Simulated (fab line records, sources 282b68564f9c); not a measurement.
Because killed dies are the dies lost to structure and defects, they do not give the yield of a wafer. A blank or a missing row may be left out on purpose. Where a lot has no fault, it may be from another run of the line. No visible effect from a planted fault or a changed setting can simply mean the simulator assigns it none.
fab line records | flow ritCmos
[record] lots = 6 wafers = 18 lastDay = 7
route steps=202 shown NWELL@36 PWELL@39 M1@202
lots with no fault: from the same line, run without faults
startH: the number of hours between the record's first day and the start of the first shown wafer of the lot | waitH: hours since the lot's step before | " unchanged from the row above | L1.1+2: a single row standing in for several wafers | - no value present, or no start provided | * or withheld: withheld | < > ~ a bound
route shown NAME@n: a module of which the file shows steps, and the number in the route of the first | usual: mean and standard deviation over wafers with no fault | same: alike in all rows | chamber/n: place in a boat | sites: each site's reading | _std_site: the standard deviation of these | _edge_site: the outer-site mean with the inner-site mean subtracted | radiusMm: how far each site lies from the wafer's centre | mask NAME#n: copy n | behind: the tool/chamber that last shaped the wafer | hold: why the lot went on hold/how many hours it stayed there/how the hold came to an end | device: transistor that didn't switch, given as n, p or np | end of line: the same wafers' tests at the end of the route | for a step that has no rows: nothing shown but its recipe | killed: the dies lost at the first sort to structure and to defects; this is not the yield of the wafer | map: per-die view of a wafer (x killed, . not killed, _ where there is no die)
set.NAME: the setting as run; set.NAME@STEP: as run at that earlier step | model.NAME: the simulator's own value behind a step, which no gauge read
certain route steps with their lots: each step a table, each wafer a row
services: the hour from which a tool's chamber was out of use, counted from the record's first day as startH (under 0 if before that day), plus the number of hours and why
[[steps]]
[step RIT_NWELL_IMPLANT_08]
[recipe] species = P energyKev = 170 doseCm2 = 5e+13 tiltDeg = 7
[step RIT_NWELL_STRIP_09]
[recipe] chemistry = O2 timeS = 180 resist = NOVOLAK platenTempC = withheld powerW = 500 pressureMtorr = 4000 o2FlowSccm = 4000
[usual] drypumpMotorCurrentA = 5.62/0.3 o2FlowSccm = 3999/14
// columns lot.wafer tool chamber startH waitH drypumpMotorCurrentA o2FlowSccm rfHoursCounterH
L263.1 plasmaAsher-04 0 22.52 0.1 5.92 3998 40
L263.5 " 1 " " 5.53 4004 -
L263.6 " 0 " " 5.89 4012 -
L270.2 plasmaAsher-03 1 57.60 0.1 5.46 3987 42
L270.4 " 0 " " 5.24 3992 -
L270.5 " 1 " " 5.43 3993 -
L273.2 plasmaAsher-01 0 70.83 0.1 5.38 3996 42
L273.5 " 1 " " 6.03 3998 -
L273.6 " 0 " " 5.39 3987 -
L284.1 plasmaAsher-01 0 125.94 0.1 5.38 4002 1
L284.3 " 1 " " 6.04 3989 -
L284.5 " 1 " " 6.04 4004 -
L285.1 plasmaAsher-01 1 131.79 0.1 6.03 4004 1
L285.2 " 0 " " 5.35 3985 1
L285.6 " 0 " " 5.36 4002 -
L286.4 plasmaAsher-01 1 138.48 0.1 6.02 4007 -
L286.5 " 1 " " 6.00 4006 -
L286.6 " 0 " " 5.37 4001 -
[step RIT_NWELL_TW_MEAS_10]
[usual] NWELL_TW = 2152/17
// columns lot.wafer tool chamber startH waitH NWELL_TW
L263.1 filmMetro-04 - 22.70 0.1 2124
L263.5 " - " " 2119
L263.6 " - " " 2125
L270.2 filmMetro-01 - 57.79 0.1 2158
L270.4 " - " " 2145
L270.5 " - " " 2157
L273.2 filmMetro-01 - 71.02 0.1 2178
L273.5 " - " " 2165
L273.6 " - " " 2171
L284.1 filmMetro-04 - 126.11 0.1 2145
L284.3 " - " " 2129
L284.5 " - " " 2133
L285.1 filmMetro-04 - 131.97 0.1 2151
L285.2 " - " " 2145
L285.6 " - " " 2143
L286.4 filmMetro-02 - 138.62 0.1 2162
L286.5 " - " " 2157
L286.6 " - " " 2154
[step RIT_PWELL_HMDS_00]
[recipe] primeTimeS = 60 primeTempC = 140
[step RIT_PWELL_COAT_01]
[recipe] resist = NOVOLAK spinRpm = 2000 resistThkNm = 1300
[step RIT_PWELL_SOFTBAKE_02]
[recipe] resist = NOVOLAK tempC = 90 timeS = 60
[step RIT_PWELL_EXPOSE_03]
[recipe] maskId = M3 na = 0.57 targetCdNm = 43700 doseMj = 250
[step RIT_PWELL_PEB_04]
[recipe] resist = NOVOLAK tempC = withheld timeS = withheld
[step RIT_PWELL_DEVELOP_05]
[recipe] resist = NOVOLAK developTimeS = 68 devTempC = 23
[step RIT_PWELL_OVL_MEAS_06]
[usual] PWELL_OVL = 1.2/1.7
// columns lot.wafer tool chamber startH waitH PWELL_OVL[nm]
L263.1 overlay-01 - 23.64 - 2.7
L263.5 " - " " -0.4
L263.6 " - " " 1.4
L270.2 overlay-01 - 58.85 - -0.7
L270.4 " - " " 0.8
L270.5 " - " " 1.8
L273.2 overlay-01 - 72.08 - 4.8
L273.5 " - " " 2.4
L273.6 " - " " 3.3
L284.1 overlay-02 - 127.05 - -0.1
L284.3 " - " " 2.9
L284.5 " - " " 0.0
L285.1 overlay-02 - 132.91 - 4.0
L285.2 " - " " 0.6
L285.6 " - " " 2.4
L286.4 overlay-01 - 139.74 - 2.3
L286.5 " - " " 3.4
L286.6 " - " " 3.8
[step RIT_PWELL_HARDBAKE_07]
[recipe] resist = NOVOLAK tempC = 140 timeS = 120
[step RIT_PWELL_IMPLANT_08]
[recipe] species = B energyKev = 170 doseCm2 = 7e+13 tiltDeg = 7
[step RIT_PWELL_STRIP_09]
[recipe] chemistry = O2 timeS = 180 resist = NOVOLAK platenTempC = withheld powerW = 500 pressureMtorr = 4000 o2FlowSccm = 4000
[usual] drypumpMotorCurrentA = 5.7/0.35 o2FlowSccm = 4000/12
// columns lot.wafer tool chamber startH waitH drypumpMotorCurrentA o2FlowSccm rfHoursCounterH
L263.1 plasmaAsher-02 1 24.10 0.1 6.0 3999 21
L263.5 " 0 " " 6.3 4012 -
L263.6 " 1 " " 6.0 4002 -
L270.2 plasmaAsher-03 1 59.28 0.1 5.5 4002 43
L270.4 " 0 " " 5.2 4006 -
L270.5 " 1 " " 5.4 4004 -
L273.2 plasmaAsher-04 0 72.51 0.1 5.9 4008 45
L273.5 " 1 " " 5.5 3981 -
L273.6 " 0 " " 5.9 3998 -
L284.1 plasmaAsher-03 1 127.49 0.1 5.5 6005 50
L284.3 " 1 " " 5.5 6011 -
L284.5 " 0 " " 5.2 3977 -
L285.1 plasmaAsher-03 1 133.34 0.1 5.5 6007 51
L285.2 " 0 " " 5.2 3998 51
L285.6 " 0 " " 5.2 4001 -
L286.4 plasmaAsher-04 1 140.21 0.1 5.5 4002 -
L286.5 " 0 " " 5.9 3996 -
L286.6 " 1 " " 5.5 3984 -
[step RIT_PWELL_TW_MEAS_10]
[usual] PWELL_TW = 956/6.9
// columns lot.wafer tool chamber startH waitH PWELL_TW
L263.1 filmMetro-01 - 24.27 0.1 960
L263.5 " - " " 959
L263.6 " - " " 959
L270.2 filmMetro-01 - 59.46 0.1 958
L270.4 " - " " 959
L270.5 " - " " 959
L273.2 filmMetro-01 - 72.69 0.1 955
L273.5 " - " " 956
L273.6 " - " " 958
L284.1 filmMetro-02 - 127.66 0.1 957
L284.3 " - " " 961
L284.5 " - " " 949
L285.1 filmMetro-01 - 133.52 0.1 953
L285.2 " - " " 954
L285.6 " - " " 957
L286.4 filmMetro-02 - 140.36 0.1 957
L286.5 " - " " 960
L286.6 " - " " 959
[step RIT_M1_PROBE_99]
[usual] killedAtFrontEnd = 7/3 killedDies = 7/3.1 killedOpen = 3.4/2.1 killedShort = 3.2/1.9
[same] grossDies = 264 killed_at_M0_to_M3 = 0 killed_at_M4_up = 0 killedAtBackSide = 0 killedAtContacts = 0 killedAtOther = 0
// columns lot.wafer tool chamber startH waitH killedAtFrontEnd killedDies killedOpen killedShort
L263.1 prober-01 - 58.45 0.1 5 5 2 3
L263.5 prober-01 - 58.65 0.2 3 3 2 1
L263.6 prober-01 - 58.70 0.2 6 6 5 1
L270.2 prober-01 - 93.57 0.1 4 4 0 4
L270.4 prober-01 - 93.67 0.2 4 4 2 2
L270.5 prober-01 - 93.72 0.2 9 9 4 5
L273.2 prober-02 - 107.07 0.1 4 4 1 3
L273.5 prober-02 - 107.22 0.2 3 3 2 1
L273.6 prober-02 - 107.27 0.2 6 6 3 3
L284.1 prober-01 - 161.92 0.1 9 9 6 3
L284.3 prober-01 - 162.02 0.2 11 11 4 7
L284.5 prober-01 - 162.12 0.2 6 6 2 4
L285.1 prober-02 - 168.67 0.1 4 4 3 1
L285.2 prober-02 - 168.72 0.1 13 13 7 6
L285.6 prober-02 - 168.92 0.2 2 2 1 1
L286.4 prober-01 - 175.24 0.2 7 7 3 4
L286.5 prober-01 - 175.29 0.2 6 6 4 2
L286.6 prober-01 - 175.34 0.2 3 3 1 2
// killed by level:class
L263.1 GATE:geometricParticle:short=3 FOX2:geometricParticle:open=1 GATE:geometricParticle:open=1
L263.5 GATE:geometricParticle:open=1 REOX:geometricParticle:short=1 REOX:geometricParticle:open=1
L263.6 GATE:geometricParticle:open=3 FOX1:geometricParticle:open=1 REOX:geometricParticle:short=1 REOX:geometricParticle:open=1
L270.2 GATE:geometricParticle:short=2 SPACER:geometricParticle:short=1 SILICIDE:geometricParticle:short=1
L270.4 FOX1:geometricParticle:open=1 GATE:geometricParticle:short=1 SILICIDE:geometricParticle:short=1 SILICIDE:geometricParticle:open=1
L270.5 GATE:geometricParticle:open=3 FOX1:geometricParticle:short=2 FOX2:geometricParticle:short=1 SPACER:geometricParticle:short=1 SILICIDE:geometricParticle:short=1 SILICIDE:geometricParticle:open=1
L273.2 FOX2:geometricParticle:short=1 GATE:geometricParticle:open=1 GATE:geometricParticle:short=1 REOX:geometricParticle:short=1
L273.5 GATE:geometricParticle:open=2 SILICIDE:geometricParticle:short=1
L273.6 FOX1:geometricParticle:short=1 FOX2:geometricParticle:open=1 FOX2:geometricParticle:short=1 GATE:geometricParticle:open=1 GATE:geometricParticle:short=1 REOX:geometricParticle:open=1
L284.1 FOX1:geometricParticle:open=3 FOX1:geometricParticle:short=1 GATE:geometricParticle:open=1 REOX:geometricParticle:open=1 REOX:geometricParticle:short=1 SILICIDE:geometricParticle:open=1 SILICIDE:geometricParticle:short=1
L284.3 FOX1:geometricParticle:open=2 GATE:geometricParticle:short=2 REOX:geometricParticle:short=2 SILICIDE:geometricParticle:short=2 FOX1:geometricParticle:short=1 GATE:geometricParticle:open=1 SILICIDE:geometricParticle:open=1
L284.5 GATE:geometricParticle:short=2 ACTIVE:geometricParticle:open=1 GATE:geometricParticle:open=1 REOX:geometricParticle:short=1 SILICIDE:geometricParticle:short=1
L285.1 FOX2:geometricParticle:open=1 GATE:geometricParticle:short=1 REOX:geometricParticle:open=1 SILICIDE:geometricParticle:open=1
L285.2 FOX1:geometricParticle:open=3 GATE:geometricParticle:short=3 GATE:geometricParticle:open=3 FOX1:geometricParticle:short=1 SPACER:geometricParticle:short=1 SILICIDE:geometricParticle:open=1 SILICIDE:geometricParticle:short=1
L285.6 GATE:geometricParticle:open=1 REOX:geometricParticle:short=1
L286.4 FOX1:geometricParticle:open=1 FOX2:geometricParticle:short=1 GATE:geometricParticle:open=1 GATE:geometricParticle:short=1 REOX:geometricParticle:open=1 SPACER:geometricParticle:short=1 SILICIDE:geometricParticle:short=1
L286.5 FOX2:geometricParticle:open=2 GATE:geometricParticle:short=2 GATE:geometricParticle:open=1 SPACER:geometricParticle:open=1
L286.6 FOX2:geometricParticle:short=1 SPACER:geometricParticle:open=1 SPACER:geometricParticle:short=1
[[services]]
// columns tool chamber startH hours kind
plasmaAsher-01 - 17.66 12.7 repair
plasmaAsher-04 - 71.49 0.9 repair
plasmaAsher-01 - 108.75 9.0 pm
plasmaAsher-01 0 108.75 9.0 ventCycle
plasmaAsher-01 1 108.75 9.0 ventCycle
plasmaAsher-03 - 114.87 0.8 repair
plasmaAsher-01 0 117.75 - clean
plasmaAsher-01 1 117.75 - clean
[[key]]
[firstSign] step = RIT_PWELL_STRIP_09 reading = o2FlowSccm direction = up sigmas = 99+ usual = 4000 struck = 6008
effect none on later readings
metAt RIT_PWELL_STRIP_09
struckWafers L284.1,L284.3,L285.1
testerLeftOut L284,L285
onsetBetween 59.28 127.49
[fault] kind = processParameterDrift tool = plasmaAsher-03 chamber = 1 onsetH = 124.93 steps = RIT_PWELL_STRIP_09 channel = o2FlowSccm offset = 2000 shape = step endH = 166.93 actsIn = theseRecipesOnly stated = 4000
// testerLeftOut: of these lots the tester's yield and bins aren't shown, on N5 and GAA mostly nor the transistor test; their killed dies are dies lost to structure and defects alone, not to doping, threshold or leakage, so they don't give the yield
